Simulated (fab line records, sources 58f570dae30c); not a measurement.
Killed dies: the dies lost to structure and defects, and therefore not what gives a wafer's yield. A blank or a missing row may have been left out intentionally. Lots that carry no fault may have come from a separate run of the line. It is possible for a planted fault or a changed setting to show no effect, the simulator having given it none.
Split-lot experiment -- flow berkeley cmos170 -- route with 331 steps; 5 lots, 23 wafers read

== THE SPLIT ==
At UCB170_BACKSIDE_STRIP_03 (strips in O2), the setting power w was moved away from the recipe's 400 W on 7 of the 23 wafers read, by -11.4% to -4.0%. For the rest of the wafers, this setting stayed at what the recipe calls for.

Reading taken at the split's own step.

== THE READING ==
oes product au, in a.u., at UCB170_BACKSIDE_STRIP_03 (strips in O2). On this fab line, fault-free wafers typically give 0.735 a.u. with a standard deviation of 0.0043 a.u.

wafer,"tool, chamber at the split","power w as run, W",against the recipe,"oes product au, a.u.",against lot-mates on the recipe
L075.1,"plasma asher-01, 1",400,recipe,0.729,-
L075.3,"plasma asher-01, 0",383.9,-4.0%,0.712,-0.020
L075.4,"plasma asher-01, 1",383.9,-4.0%,0.722,-0.010
L075.5,"plasma asher-01, 1",383.9,-4.0%,0.722,-0.010
L075.6,"plasma asher-01, 0",400,recipe,0.736,-
L078.4,"plasma asher-02, 1",400,recipe,0.735,-
L078.5,"plasma asher-02, 1",400,recipe,0.734,-
L078.6,"plasma asher-02, 0",400,recipe,0.732,-
L079.1,"plasma asher-04, 1",400,recipe,0.738,-
L079.3,"plasma asher-04, 0",400,recipe,0.730,-
L079.4,"plasma asher-04, 1",400,recipe,0.730,-
L079.5,"plasma asher-04, 1",354.5,-11.4%,0.693,-0.040
L079.6,"plasma asher-04, 0",354.5,-11.4%,0.689,-0.044
L080.1,"plasma asher-04, 1",400,recipe,0.725,-
L080.2,"plasma asher-04, 0",400,recipe,0.738,-
L080.3,"plasma asher-04, 1",400,recipe,0.742,-
L080.4,"plasma asher-04, 0",400,recipe,0.738,-
L080.6,"plasma asher-04, 1",400,recipe,0.743,-
L083.1,"plasma asher-01, 0",400,recipe,0.733,-
L083.2,"plasma asher-01, 1",378.5,-5.4%,0.708,-0.027
L083.3,"plasma asher-01, 1",378.5,-5.4%,0.711,-0.024
L083.4,"plasma asher-01, 0",400,recipe,0.733,-
L083.5,"plasma asher-01, 1",400,recipe,0.738,-

FIT RESULTS
A straight line over all 23 wafers: oes product au changes by +0.00396 a.u. for each +1% of power w; r = +0.95; the points scatter about the line by 0.0047 a.u.
The same after taking each lot's own level away (the mean of its wafers on the recipe; 23 wafers): +0.00378 a.u. for each +1%; r = +0.95; scatter 0.0045 a.u.
According to that fit, moving power w by its largest amount changes the reading by 0.043 a.u.
Across the lots, their own levels run from 0.7325 to 0.7372 a.u., a range of 1.1 times the standard deviation given above.
Hence the lot-to-lot level has little effect on the slope; both slopes agree.
Check: for one of the wafers moved furthest among these (-11.4%), held out of the fit, the line's prediction against its lot-mates is -0.0451 a.u. Against them it came out at -0.0397 a.u.
Tool readings at the split's step, against how far the setting was moved: oes product au r = +0.95; strip time to endpoint s r = -0.99.

== OTHER SPLITS ON THESE WAFERS ==
These wafers also went through other splits before the reading. Each is held against what the fit with the lots' levels taken away leaves over:
other split on the same wafers,wafers away from the commonest value,r with oes product au (lot level and that fit taken away)
UCB170_NWELL_CVD_04 time s,18,+0.03
UCB170_NWELL_COAT_07 resist thk nm,8,+0.02
UCB170_WELLDRIVE_OXIDATION_01 temp c,15,-0.15
UCB170_PFIELD_COAT_01 spin rpm,8,+0.20
UCB170_NVT_IMPLANT_07 dose cm2,10,+0.26
UCB170_PSD_IMPLANT_08 dose cm2,12,-0.12

== THE WHOLE CHAIN: every reading that the file lists as answering this split, in the file's order ==
step,what it does,reading,change (the file's fit),r (the file's)
UCB170_BACKSIDE_STRIP_03,strips in O2,oes product au,+0.00383 a.u. for each +1% of the setting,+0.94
UCB170_BACKSIDE_STRIP_03,strips in O2,strip time to endpoint s,withheld for each +1% of the setting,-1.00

== FILE'S OWN FIT ==
oes product au changes by +0.00383 a.u. for each +1% of power w, r = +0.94.
